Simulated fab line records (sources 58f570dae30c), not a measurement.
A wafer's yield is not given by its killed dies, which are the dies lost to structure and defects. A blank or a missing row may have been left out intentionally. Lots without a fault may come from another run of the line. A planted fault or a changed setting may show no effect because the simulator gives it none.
fab line records    flow berkeley-cmos170    part 2 of 2: steps 27 to 36 of 36
record: lots: 5  wafers: 15  last-day: 11
route steps=331 shown V1@263 M2@271 V2@292
lots with no fault: from the same line, run without faults
start-h: hours from the record's first day to the start of the lot's first wafer shown    wait-h: hours from the lot's prior step to this one    " same as the row above    L1.1+2: a single row standing in for several wafers    - no value present, or no start provided    * or withheld: withheld    < > ~ a bound
route shown NAME@n: NAME is a module with steps in the file, n the number in the route of the first one    usual: mean/standard deviation of fault-free wafers    same: alike in all rows    chamber/n: place in a boat    sites: each site's reading    _std_site: standard deviation of those values    _edge_site: inner sites' mean taken away from outer sites' mean    radius-mm: for every site, how far away it sits from the centre of the wafer    mask NAME#n: copy n    behind: tool/chamber where the wafer was last shaped    hold: cause of the lot's hold/its duration in hours/its outcome    device: whichever transistor did not switch (one of n, p or np)    end of line: tests of these same wafers at the route's end    a step given without rows: its recipe and nothing more    killed: dies that structure and defects cost at the first sort, which is not the same as the wafer's yield    map: the dies of a wafer, with x for killed, . for not killed, _ for no die there
set.NAME: the setting as run; set.NAME@STEP: as run at that earlier step    model.NAME: the simulator's own value behind a step, which no gauge read
lots seen at some steps along the route; tables by step, rows by wafer
services: the hour from which a tool's chamber was out of use, counted from the record's first day as start-h (under 0 if before that day), plus the number of hours and why
== steps ==
step: UCB170_M2_METAL_ETCH_18
recipe: chemistry: Cl2/BCl3  target: Al  stop-on: SiO2  pressure-mtorr: 12  target-depth-a: 11700  over-etch-frac: 0.3  time-s: 195  icp-w: 600  bias-w: 120  Cl2_flow_sccm: 90  bcl3-flow-sccm: 45
usual: drypump-motor-current-A: 5.8/0.57  oes-product-au: 0.852/0.012  throttle-valve-pct: 24.3/0.35
lot.wafer  tool          chamber  start-h  wait-h  drypump-motor-current-A  oes-product-au  rf-hours-counter-h  throttle-valve-pct
L074.2     rie-metal-01  0        168.22   -       6.0                      0.859           5                   24.2
L074.5     "             1        "        "       5.9                      0.847           -                   24.9
L074.6     "             0        "        "       6.0                      0.852           -                   24.2
L079.2     rie-metal-02  1        196.15   -       5.3                      0.835           2                   24.2
L079.3     "             1        "        "       5.3                      0.829           -                   24.2
L079.4     "             0        "        "       5.6                      0.845           -                   24.5
L080.1     rie-metal-04  1        196.98   -       6.8                      0.867           9                   23.8
L080.2     "             0        "        "       5.0                      0.843           11                  24.4
L080.6     "             0        "        "       5.0                      0.833           -                   24.4
L085.2     rie-metal-01  0        219.01   -       6.0                      0.847           7                   24.2
L085.3     "             1        "        "       5.8                      0.861           -                   24.9
L085.4     "             0        "        "       6.1                      0.855           -                   24.2
L091.1     rie-metal-02  1        244.43   -       5.4                      0.835           4                   24.2
L091.3     "             1        "        "       5.4                      0.829           -                   24.2
L091.4     "             0        "        "       5.6                      0.860           -                   24.5
step: UCB170_M2_STRIP_19
recipe: chemistry: O2  power-w: 400  pressure-mtorr: 3500  platen-temp-c: withheld  o2-flow-sccm: 400  overash-fraction: 0.5
usual: drypump-motor-current-A: 5.41/0.29  oes-product-au: 0.555/0.012
lot.wafer  tool             chamber  start-h  wait-h  drypump-motor-current-A  oes-product-au  rf-hours-counter-h
L074.2     plasma-asher-01  1        168.41   0.1     5.65                     0.538           51
L074.5     "                0        "        "       5.42                     0.558           -
L074.6     "                1        "        "       5.65                     0.552           -
L079.2     plasma-asher-04  1        196.34   0.1     5.48                     0.547           38
L079.3     "                1        "        "       5.47                     0.542           -
L079.4     "                0        "        "       5.09                     0.573           -
L080.1     plasma-asher-04  1        197.16   0.1     5.49                     0.572           38
L080.2     "                0        "        "       5.11                     0.561           38
L080.6     "                1        "        "       5.50                     0.556           -
L085.2     plasma-asher-02  1        219.20   0.1     5.85                     0.555           48
L085.3     "                1        "        "       5.86                     0.543           -
L085.4     "                0        "        "       5.02                     0.563           -
L091.1     plasma-asher-01  1        244.62   0.1     5.64                     0.540           60
L091.3     "                1        "        "       5.68                     0.548           -
L091.4     "                0        "        "       5.41                     0.584           -
step: UCB170_M2_CD_MEAS_90
recipe: target-cd-nm: 700
usual: cd-nm: 704/3.2
lot.wafer  tool       chamber  start-h  wait-h  cd-nm
L074.2     cd-sem-02  -        168.53   0.1     707
L074.5     "          -        "        "       705
L074.6     "          -        "        "       708
L079.2     cd-sem-02  -        196.46   0.1     705
L079.3     "          -        "        "       701
L079.4     "          -        "        "       697
L080.1     cd-sem-01  -        197.26   0.1     711
L080.2     "          -        "        "       707
L080.6     "          -        "        "       705
L085.2     cd-sem-01  -        219.32   0.1     701
L085.3     "          -        "        "       699
L085.4     "          -        "        "       703
L091.1     cd-sem-01  -        244.78   0.1     698
L091.3     "          -        "        "       698
L091.4     "          -        "        "       697
step: UCB170_V2_CVD_00
recipe: material: SiO2  target-thk-nm: 2000  temp-c: 390  precursor: TEOS/O2  time-s: 250  rf-w: 550  pressure-mtorr: 9000
usual: heater-power-w: 240/54
lot.wafer  tool      chamber  start-h  wait-h  heater-power-w
L074.2     pecvd-02  0        168.63   0.1     345
L074.5     "         0        "        "       278
L074.6     "         1        "        "       159
L079.2     pecvd-04  1        196.56   0.1     194
L079.3     "         0        "        "       265
L079.4     "         0        "        "       210
L080.1     pecvd-03  1        197.38   0.1     190
L080.2     "         0        "        "       199
L080.6     "         2        "        "       223
L085.2     pecvd-03  0        219.42   0.1     206
L085.3     "         1        "        "       242
L085.4     "         0        "        "       256
L091.1     pecvd-03  0        244.90   0.1     225
L091.3     "         2        "        "       230
L091.4     "         1        "        "       177
step: UCB170_V2_THK_MEAS_01
recipe: reads: SiO2_of_V2_CVD_00
usual: V2_TEOS_THK: 1993/30
lot.wafer  tool           chamber  start-h  wait-h  V2_TEOS_THK[nm]
L074.2     film-metro-03  -        168.80   0.1     1966
L074.5     "              -        "        "       2033
L074.6     "              -        "        "       2047
L079.2     film-metro-03  -        196.72   0.1     1994
L079.3     "              -        "        "       2007
L079.4     "              -        "        "       2044
L080.1     film-metro-03  -        197.54   0.1     1981
L080.2     "              -        "        "       1957
L080.6     "              -        "        "       2029
L085.2     film-metro-03  -        219.58   0.1     1988
L085.3     "              -        "        "       1991
L085.4     "              -        "        "       2014
L091.1     film-metro-03  -        245.06   0.1     1960
L091.3     "              -        "        "       2000
L091.4     "              -        "        "       2000
step: UCB170_V2_CMP_02
recipe: material: SiO2  down-force-psi: 6  platen-rpm: 60  pad-velocity-m-s: 0.75398
usual: motor-current-A: 15.0/1.4
lot.wafer  tool    chamber  start-h  wait-h  motor-current-A
L074.2     cmp-02  1        168.95   0.1     16.0
L074.5     "       3        "        "       16.2
L074.6     "       0        "        "       14.0
L079.4     cmp-01  2        196.77   0.0     13.7
L079.3     "       3        "        "       17.1
L079.2     "       0        "        "       14.3
L080.2     cmp-01  1        197.60   0.0     15.3
L080.1     "       3        "        "       17.8
L080.6     "       1        "        "       15.4
L085.3     cmp-02  1        219.63   0.0     15.5
L085.2     "       3        "        "       16.0
L085.4     "       0        "        "       13.7
L091.3     cmp-02  3        245.12   0.0     15.9
L091.4     "       0        "        "       13.8
L091.1     "       2        "        "       12.9
step: UCB170_V2_BOW_MEAS_03
recipe: mode: bow
usual: V2_BOW: 36/7.9
lot.wafer  tool           chamber  start-h  wait-h  V2_BOW[um]
L074.2     film-metro-01  -        169.17   0.2     31
L074.5     "              -        "        "       32
L074.6     "              -        "        "       19
L079.2     film-metro-01  -        197.09   0.2     49
L079.3     "              -        "        "       35
L079.4     "              -        "        "       43
L080.1     film-metro-01  -        197.90   0.1     49
L080.2     "              -        "        "       31
L080.6     "              -        "        "       42
L085.2     film-metro-01  -        219.95   0.2     43
L085.3     "              -        "        "       21
L085.4     "              -        "        "       35
L091.1     film-metro-01  -        245.42   0.1     24
L091.3     "              -        "        "       28
L091.4     "              -        "        "       32
step: UCB170_V2_THK_MEAS_04
recipe: reads: SiO2_of_V2_CVD_00
usual: V2_POLISHED_THK: 999.0/1.1
lot.wafer  tool           chamber  start-h  wait-h  V2_POLISHED_THK[nm]
L074.2     film-metro-01  -        169.28   0.1     998.8
L074.5     "              -        "        "       998.5
L074.6     "              -        "        "       999.6
L079.2     film-metro-01  -        197.20   0.1     998.7
L079.3     "              -        "        "       999.1
L079.4     "              -        "        "       998.2
L080.1     film-metro-01  -        198.02   0.1     1000.6
L080.2     "              -        "        "       998.5
L080.6     "              -        "        "       1000.3
L085.2     film-metro-01  -        220.06   0.1     1000.1
L085.3     "              -        "        "       997.9
L085.4     "              -        "        "       999.9
L091.1     film-metro-01  -        245.54   0.1     998.8
L091.3     "              -        "        "       998.4
L091.4     "              -        "        "       998.1
step: UCB170_V2_CLEAN_05
recipe: chemistry: DIW
lot.wafer   tool          chamber  start-h  wait-h
L074.2+5+6  wet-bench-02  1        169.33   0.0
L079.2+3+4  wet-bench-04  2        197.25   0.0
L080.1+2+6  wet-bench-04  1        198.08   0.1
L085.2+3+4  wet-bench-02  0        220.35   0.3
L091.1+3+4  wet-bench-02  0        246.25   0.7
step: UCB170_V2_HMDS_06
recipe: prime-time-s: 60  prime-temp-c: 100
usual: chill-plate-temp-C: 22.99/0.12
lot.wafer  tool            chamber  start-h  wait-h  chill-plate-temp-C
L074.2     litho-track-01  0        169.54   0.0     23.04
L074.5     "               0        "        "       22.85
L074.6     "               0        "        "       23.15
L079.2     litho-track-02  0        197.45   0.0     23.07
L079.3     "               0        "        "       22.86
L079.4     "               0        "        "       22.98
L080.1     litho-track-04  0        198.25   0.0     22.91
L080.2     "               0        "        "       22.90
L080.6     "               0        "        "       23.02
L085.2     litho-track-02  0        220.78   0.3     23.02
L085.3     "               0        "        "       22.94
L085.4     "               0        "        "       23.12
L091.1     litho-track-02  0        246.59   0.2     22.92
L091.3     "               0        "        "       22.90
L091.4     "               0        "        "       23.00
== services ==
tool             chamber  start-h  hours  kind
krf-scanner-01   -        141.90   4.0    pm
krf-scanner-02   -        152.90   0.2    repair
rie-diel-03      -        153.92   0.5    repair
cmp-02           -        154.32   0.9    repair
cmp-01           -        161.92   8.7    repair
wet-bench-03     -        162.95   1.9    pm
rie-diel-01      -        165.83   0.5    repair
krf-scanner-01   -        167.23   1.0    pm
wet-bench-03     -        171.88   2.5    repair
pvd-sputter-01   -        180.26   4.0    repair
rie-diel-04      0        180.42   4.6    repair
cmp-01           -        183.20   13.4   pm
krf-scanner-01   -        183.53   1.5    repair
pecvd-03         -        192.29   2.8    pm
rie-diel-04      3        206.57   12.4   repair
rie-diel-03      3        214.04   4.2    repair
pecvd-03         -        221.41   1.2    repair
krf-scanner-02   -        222.08   1.0    pm
krf-scanner-01   -        223.17   0.8    pm
rie-diel-04      3        223.41   2.8    repair
krf-scanner-01   -        236.37   7.6    repair
krf-scanner-01   -        240.92   4.2    repair
rie-diel-03      3        243.86   3.6    repair
plasma-asher-02  -        244.14   1.2    repair
